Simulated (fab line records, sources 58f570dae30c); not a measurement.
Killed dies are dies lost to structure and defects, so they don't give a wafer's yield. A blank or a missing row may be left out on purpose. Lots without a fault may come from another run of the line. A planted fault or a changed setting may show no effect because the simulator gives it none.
Problem report in the 8D (eight disciplines) form, filled by code | flow berkeley_cmos170 | the parts of the form that need people (team, actions taken, sign-off) are left out

1. THE PROBLEM
PLDD_RS at UCB170_SDANNEAL_RS_MEAS_04 reads a mean of 1013.3 ohm/sq on 9 wafers of 3 lots; wafers without a fault read 1030.9 ohm/sq with a standard deviation of 2.7. That is -6.5 standard deviations from the usual mean.
The step: measures by four-point-probe.
First seen on wafer L632.1, day 9 11:20, on film_metro-02. The record holds 45 wafers of 15 lots with a number at this step. Rule for "out", or "out of limits": more than 4 standard deviations from the usual mean. The other wafers with a number count as sound.

2. WHAT IT IS AND WHAT IT IS NOT
question                    | is                           | is not
which readings at this step | PLDD_RS                      | -
which lots                  | L632, L633, L636             | L624, L625, L626, L628, L629, L631, L635, L637, L640, L641, L644, L647
which wafers of those lots  | all that have a number       | -
read on which gauges        | film_metro-02, film_metro-03 | film_metro-04
when                        | from day 9 11:20             | up to then (18 sound wafers); but 18 sound wafers of L635, L637, L640, L641, L644, L647 came after

3. SUSPECTS, AND WHAT RULES EACH OUT
Counting: a tool at a process step up to the reading stays a suspect if it ran every lot that is out and no sound lot after the first of them.
- the gauge at UCB170_SDANNEAL_RS_MEAS_04: ruled out. The wafers that are out were read on 2 gauges (film_metro-02, film_metro-03).
- implanter-01 at UCB170_PLDD_IMPLANT_08: kept. It ran every lot that is out, first L632 (day 8 18:59), and no sound lot after that; its last sound lot up to then is L629 (day 8 12:36). Its own readings are out on those wafers: dose_ions_cm2.
Left after counting: implanter-01 at UCB170_PLDD_IMPLANT_08.

4. THE CAUSE (what the simulator had put in)
Process parameter drift: implanter-01, from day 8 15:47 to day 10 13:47, at UCB170_PLDD_IMPLANT_08. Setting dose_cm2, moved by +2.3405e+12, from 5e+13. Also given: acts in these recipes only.
Counting left only this tool.

5. THE CHAIN OF EFFECTS, in route order
Each row: a reading whose mean over the struck wafers that have a number lies more than 3 standard deviations from the usual. Only readings for which the record gives a usual standard deviation are gone through. hours: the time from each lot's start at the first step in this table that gives one to its start at this step, as a median over the lots. sigmas: the change in usual standard deviations.
hours | step                       | reading       | usual         | on struck wafers | change | sigmas
0     | UCB170_PLDD_IMPLANT_08     | dose_ions_cm2 | 5e+13         | 5e+13            | +2e+12 | +48
16    | UCB170_SDANNEAL_RS_MEAS_04 | PLDD_RS       | 1030.9 ohm/sq | 1013.3           | -17.6  | -6.5
The process steps in it:
- UCB170_PLDD_IMPLANT_08
Later measuring or inspecting steps at which every struck wafer that the step has a row for has a number for every such reading, and none has moved that far: UCB170_SDANNEAL_RS_MEAS_05.

6. WHAT WOULD HAVE CAUGHT IT SOONER
In this record the first reading out of limits at a measuring or inspecting step was taken at day 9 11:20, 20 hours after the fault began at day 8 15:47.
The tool's own readings at UCB170_PLDD_IMPLANT_08 were out on every struck wafer that the step has a row for (dose_ions_cm2): an alarm limit on them would have fired on the first of those.
Of the lots that are out (3), L636 began UCB170_PLDD_IMPLANT_08 on implanter-01 after day 9 11:20. A hold on the tool at that time would have spared it.
